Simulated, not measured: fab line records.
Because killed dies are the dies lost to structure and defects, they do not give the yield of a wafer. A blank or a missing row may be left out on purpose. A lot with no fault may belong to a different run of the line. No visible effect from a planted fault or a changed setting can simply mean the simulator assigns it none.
Which tool was responsible? || flow rit-cmos || 14 lots, 42 wafers sampled, at 2 steps of a route of 202

WHAT THE GAUGES READ, wafer by wafer
No reading from a measuring or inspecting step in the record can be judged against a usual standard deviation.

TOOL THAT RAN EACH LOT (tool first, then ch and the chambers of the sampled wafers, then the start)
{"lot": "L998", "RIT_M1_METAL_ETCH_12": "rie-metal-03 ch 0,1, day 3 06:40", "RIT_M1_PROBE_99": "prober-01, day 3 09:32"}
{"lot": "L101", "RIT_M1_METAL_ETCH_12": "rie-metal-03 ch 0,1, day 3 22:16", "RIT_M1_PROBE_99": "prober-02, day 4 01:35"}
{"lot": "L102", "RIT_M1_METAL_ETCH_12": "rie-metal-04 ch 0,1, day 4 02:19", "RIT_M1_PROBE_99": "prober-01, day 4 04:35"}
{"lot": "L103", "RIT_M1_METAL_ETCH_12": "rie-metal-02 ch 0,1, day 4 07:16", "RIT_M1_PROBE_99": "prober-02, day 4 09:34"}
{"lot": "L104", "RIT_M1_METAL_ETCH_12": "rie-metal-03 ch 0,1, day 4 12:43", "RIT_M1_PROBE_99": "prober-01, day 4 15:02"}
{"lot": "L105", "RIT_M1_METAL_ETCH_12": "rie-metal-04 ch 0,1, day 4 17:31", "RIT_M1_PROBE_99": "prober-02, day 4 19:47"}
{"lot": "L106", "RIT_M1_METAL_ETCH_12": "rie-metal-02 ch 0,1, day 4 23:11", "RIT_M1_PROBE_99": "prober-01, day 5 01:27"}
{"lot": "L108", "RIT_M1_METAL_ETCH_12": "rie-metal-04 ch 1, day 5 08:45", "RIT_M1_PROBE_99": "prober-01, day 5 11:14"}
{"lot": "L109", "RIT_M1_METAL_ETCH_12": "rie-metal-02 ch 0,1, day 5 13:17", "RIT_M1_PROBE_99": "prober-02, day 5 15:36"}
{"lot": "L113", "RIT_M1_METAL_ETCH_12": "rie-metal-03 ch 0,1, day 6 08:57", "RIT_M1_PROBE_99": "prober-02, day 6 11:15"}
{"lot": "L115", "RIT_M1_METAL_ETCH_12": "rie-metal-03 ch 0,1, day 6 20:43", "RIT_M1_PROBE_99": "prober-02, day 6 23:09"}
{"lot": "L118", "RIT_M1_METAL_ETCH_12": "rie-metal-04 ch 1, day 7 11:06", "RIT_M1_PROBE_99": "prober-01, day 7 14:25"}
{"lot": "L119", "RIT_M1_METAL_ETCH_12": "rie-metal-02 ch 0,1, day 7 16:01", "RIT_M1_PROBE_99": "prober-02, day 7 18:44"}
{"lot": "L121", "RIT_M1_METAL_ETCH_12": "rie-metal-04 ch 0,1, day 8 02:47", "RIT_M1_PROBE_99": "prober-02, day 8 05:35"}
- RIT_M1_METAL_ETCH_12: etches Al in Cl2/BCl3, stops on SiO2, time 165 s, target depth 600 nm.
- RIT_M1_PROBE_99

WHAT THE TOOLS THEMSELVES READ (means of the sampled wafers that have a number; where no wafer has one, the mark that the record gives instead)
RIT_M1_METAL_ETCH_12. Usual: drypump-motor-current-A 5.5 A, standard deviation 0.49; oes-product-au 0.777 a.u., standard deviation 0.014; throttle-valve-pct 8.32 %, standard deviation 0.11.
{"lot": "L998", "tool": "rie-metal-03", "drypump-motor-current-A (A)": 5.2, "oes-product-au (a.u.)": 0.778, "throttle-valve-pct (%)": 8.32, "flag": ""}
{"lot": "L101", "tool": "rie-metal-03", "drypump-motor-current-A (A)": 5.6, "oes-product-au (a.u.)": 0.785, "throttle-valve-pct (%)": 8.33, "flag": ""}
{"lot": "L102", "tool": "rie-metal-04", "drypump-motor-current-A (A)": 5.2, "oes-product-au (a.u.)": 0.781, "throttle-valve-pct (%)": 8.42, "flag": ""}
{"lot": "L103", "tool": "rie-metal-02", "drypump-motor-current-A (A)": 5.6, "oes-product-au (a.u.)": 0.778, "throttle-valve-pct (%)": 8.14, "flag": ""}
{"lot": "L104", "tool": "rie-metal-03", "drypump-motor-current-A (A)": 5.2, "oes-product-au (a.u.)": 0.778, "throttle-valve-pct (%)": 8.33, "flag": ""}
{"lot": "L105", "tool": "rie-metal-04", "drypump-motor-current-A (A)": 5.5, "oes-product-au (a.u.)": 0.771, "throttle-valve-pct (%)": 8.44, "flag": ""}
{"lot": "L106", "tool": "rie-metal-02", "drypump-motor-current-A (A)": 5.6, "oes-product-au (a.u.)": 0.775, "throttle-valve-pct (%)": 8.14, "flag": ""}
{"lot": "L108", "tool": "rie-metal-04", "drypump-motor-current-A (A)": 5.8, "oes-product-au (a.u.)": 0.757, "throttle-valve-pct (%)": 8.46, "flag": ""}
{"lot": "L109", "tool": "rie-metal-02", "drypump-motor-current-A (A)": 5.6, "oes-product-au (a.u.)": 0.776, "throttle-valve-pct (%)": 8.14, "flag": ""}
{"lot": "L113", "tool": "rie-metal-03", "drypump-motor-current-A (A)": 5.6, "oes-product-au (a.u.)": 0.710, "throttle-valve-pct (%)": 8.33, "flag": "OFF"}
{"lot": "L115", "tool": "rie-metal-03", "drypump-motor-current-A (A)": 5.3, "oes-product-au (a.u.)": 0.719, "throttle-valve-pct (%)": 8.34, "flag": "OFF"}
{"lot": "L118", "tool": "rie-metal-04", "drypump-motor-current-A (A)": 5.8, "oes-product-au (a.u.)": 0.747, "throttle-valve-pct (%)": 8.47, "flag": ""}
{"lot": "L119", "tool": "rie-metal-02", "drypump-motor-current-A (A)": 5.6, "oes-product-au (a.u.)": 0.776, "throttle-valve-pct (%)": 8.14, "flag": ""}
{"lot": "L121", "tool": "rie-metal-04", "drypump-motor-current-A (A)": 5.5, "oes-product-au (a.u.)": 0.774, "throttle-valve-pct (%)": 8.44, "flag": ""}

RIT_M1_PROBE_99. Usual: defect-limited-yield 97.1 %, standard deviation 1.1; killed-at-contacts 0.1, standard deviation 0.26; killed-at-front-end 7.5, standard deviation 2.8; killed-dies 7.6, standard deviation 2.8; killed-on-rim 2.0, standard deviation 1.6; killed-open 3.9, standard deviation 2.1; killed-short 3.7, standard deviation 1.7; sort_bin_3_pad_short 0.1 %, standard deviation 0.2; sort_bin_5_function 1.7 %, standard deviation 0.85; sort_bin_6_memory 1.1 %, standard deviation 0.71; sort-n-pass 256.4, standard deviation 2.8; sort-yield-pct 97.1 %, standard deviation 1.1.
{"lot": "L998", "tool": "prober-01", "defect-limited-yield (%)": 97.6, "killed-at-contacts": 0.0, "killed-at-front-end": 6.3, "killed-dies": 6.3, "killed-on-rim": 3.0, "killed-open": 3.3, "killed-short": 3.0, "sort_bin_3_pad_short (%)": 0.3, "sort_bin_5_function (%)": 1.4, "sort_bin_6_memory (%)": 0.7, "sort-n-pass": 257.7, "sort-yield-pct (%)": 97.6, "flag": ""}
{"lot": "L101", "tool": "prober-02", "defect-limited-yield (%)": 96.1, "killed-at-contacts": 0.0, "killed-at-front-end": 10.3, "killed-dies": 10.3, "killed-on-rim": 3.3, "killed-open": 5.0, "killed-short": 5.3, "sort_bin_3_pad_short (%)": 0.1, "sort_bin_5_function (%)": 1.9, "sort_bin_6_memory (%)": 1.9, "sort-n-pass": 253.7, "sort-yield-pct (%)": 96.1, "flag": ""}
{"lot": "L102", "tool": "prober-01", "defect-limited-yield (%)": 97.5, "killed-at-contacts": 0.7, "killed-at-front-end": 6.0, "killed-dies": 6.7, "killed-on-rim": 1.7, "killed-open": 2.7, "killed-short": 4.0, "sort_bin_3_pad_short (%)": 0.1, "sort_bin_5_function (%)": 1.6, "sort_bin_6_memory (%)": 0.8, "sort-n-pass": 257.3, "sort-yield-pct (%)": 97.5, "flag": ""}
{"lot": "L103", "tool": "prober-02", "defect-limited-yield (%)": 96.8, "killed-at-contacts": 0.0, "killed-at-front-end": 8.3, "killed-dies": 8.3, "killed-on-rim": 2.3, "killed-open": 5.3, "killed-short": 3.0, "sort_bin_3_pad_short (%)": 0.1, "sort_bin_5_function (%)": 1.6, "sort_bin_6_memory (%)": 1.4, "sort-n-pass": 255.7, "sort-yield-pct (%)": 96.8, "flag": ""}
{"lot": "L104", "tool": "prober-01", "defect-limited-yield (%)": 97.5, "killed-at-contacts": 0.0, "killed-at-front-end": 6.7, "killed-dies": 6.7, "killed-on-rim": 1.7, "killed-open": 2.7, "killed-short": 3.3, "sort_bin_3_pad_short (%)": 0.1, "sort_bin_5_function (%)": 1.9, "sort_bin_6_memory (%)": 0.5, "sort-n-pass": 257.3, "sort-yield-pct (%)": 97.5, "flag": ""}
{"lot": "L105", "tool": "prober-02", "defect-limited-yield (%)": 96.7, "killed-at-contacts": 0.3, "killed-at-front-end": 8.3, "killed-dies": 8.7, "killed-on-rim": 1.3, "killed-open": 4.0, "killed-short": 4.7, "sort_bin_3_pad_short (%)": 0.3, "sort_bin_5_function (%)": 2.1, "sort_bin_6_memory (%)": 0.9, "sort-n-pass": 255.3, "sort-yield-pct (%)": 96.7, "flag": ""}
{"lot": "L106", "tool": "prober-01", "defect-limited-yield (%)": 97.3, "killed-at-contacts": 0.0, "killed-at-front-end": 7.0, "killed-dies": 7.0, "killed-on-rim": 2.7, "killed-open": 4.3, "killed-short": 2.7, "sort_bin_3_pad_short (%)": 0.0, "sort_bin_5_function (%)": 1.8, "sort_bin_6_memory (%)": 0.9, "sort-n-pass": 257.0, "sort-yield-pct (%)": 97.3, "flag": ""}
{"lot": "L108", "tool": "prober-01", "defect-limited-yield (%)": 97.3, "killed-at-contacts": 0.7, "killed-at-front-end": 6.3, "killed-dies": 7.0, "killed-on-rim": 1.3, "killed-open": 3.7, "killed-short": 3.3, "sort_bin_3_pad_short (%)": 0.0, "sort_bin_5_function (%)": 1.4, "sort_bin_6_memory (%)": 1.3, "sort-n-pass": 257.0, "sort-yield-pct (%)": 97.3, "flag": ""}
{"lot": "L109", "tool": "prober-02", "defect-limited-yield (%)": 97.3, "killed-at-contacts": 0.0, "killed-at-front-end": 7.0, "killed-dies": 7.0, "killed-on-rim": 2.0, "killed-open": 4.3, "killed-short": 2.7, "sort_bin_3_pad_short (%)": 0.0, "sort_bin_5_function (%)": 1.5, "sort_bin_6_memory (%)": 1.1, "sort-n-pass": 257.0, "sort-yield-pct (%)": 97.3, "flag": ""}
{"lot": "L113", "tool": "prober-02", "defect-limited-yield (%)": 97.1, "killed-at-contacts": 0.0, "killed-at-front-end": 7.7, "killed-dies": 7.7, "killed-on-rim": 3.7, "killed-open": 4.0, "killed-short": 3.7, "sort_bin_3_pad_short (%)": 0.1, "sort_bin_5_function (%)": 2.2, "sort_bin_6_memory (%)": 0.6, "sort-n-pass": 256.3, "sort-yield-pct (%)": 97.1, "flag": ""}
{"lot": "L115", "tool": "prober-02", "defect-limited-yield (%)": 98.0, "killed-at-contacts": 0.0, "killed-at-front-end": 5.3, "killed-dies": 5.3, "killed-on-rim": 0.7, "killed-open": 2.3, "killed-short": 3.0, "sort_bin_3_pad_short (%)": 0.1, "sort_bin_5_function (%)": 1.2, "sort_bin_6_memory (%)": 0.6, "sort-n-pass": 258.7, "sort-yield-pct (%)": 98.0, "flag": ""}
{"lot": "L118", "tool": "prober-01", "defect-limited-yield (%)": 96.9, "killed-at-contacts": 0.0, "killed-at-front-end": 8.3, "killed-dies": 8.3, "killed-on-rim": 2.7, "killed-open": 5.3, "killed-short": 3.0, "sort_bin_3_pad_short (%)": 0.1, "sort_bin_5_function (%)": 1.6, "sort_bin_6_memory (%)": 1.4, "sort-n-pass": 255.7, "sort-yield-pct (%)": 96.9, "flag": ""}
{"lot": "L119", "tool": "prober-02", "defect-limited-yield (%)": 97.5, "killed-at-contacts": 0.0, "killed-at-front-end": 6.7, "killed-dies": 6.7, "killed-on-rim": 1.7, "killed-open": 3.0, "killed-short": 3.3, "sort_bin_3_pad_short (%)": 0.1, "sort_bin_5_function (%)": 1.4, "sort_bin_6_memory (%)": 1.0, "sort-n-pass": 257.3, "sort-yield-pct (%)": 97.5, "flag": ""}
{"lot": "L121", "tool": "prober-02", "defect-limited-yield (%)": 96.6, "killed-at-contacts": 0.0, "killed-at-front-end": 9.0, "killed-dies": 9.0, "killed-on-rim": 2.3, "killed-open": 4.3, "killed-short": 4.7, "sort_bin_3_pad_short (%)": 0.3, "sort_bin_5_function (%)": 1.7, "sort_bin_6_memory (%)": 1.5, "sort-n-pass": 255.0, "sort-yield-pct (%)": 96.6, "flag": ""}

THE ANSWER, worked out from the rows above alone
Rule: take the mean of a lot's wafers that have a number; if it is more than 3 standard deviations from the usual mean, the lot is off. A lot without any number at a reading at which 4 lots or more have one is off too. The other lots that the step has rows for count as sound. Order of review: gauges by route order, followed by the tools' own readings, for which a lot's mean as printed above is used. The first step at which some lot is off is used, and at that step the reading that is off furthest; a lot without a number counts as furthest.
Off, at RIT_M1_METAL_ETCH_12 on oes-product-au: L113, L115.
A tool fits if, at that step or a process step before it, it ran every lot that is off, and no sound lot after the first of them. One fits: RIT_M1_METAL_ETCH_12 on rie-metal-03. A fault onset in the window from L104 (day 4 12:43, its last sound lot) to L113 (day 6 08:57, its first lot off) fits.
On the lots that are off, the tool's own readings at RIT_M1_METAL_ETCH_12 differ by more than 5 times the standard deviation of the sound lots' means, which bears it out; oes-product-au reads 0.714 a.u. there versus 0.773 a.u. on the sound lots.

WHAT THE SIMULATOR PUT IN
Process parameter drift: rie-metal-03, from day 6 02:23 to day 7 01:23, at RIT_M1_METAL_ETCH_12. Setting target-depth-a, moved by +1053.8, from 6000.
Shown lots that were struck: L113, L115. The rule given above showed the same thing.
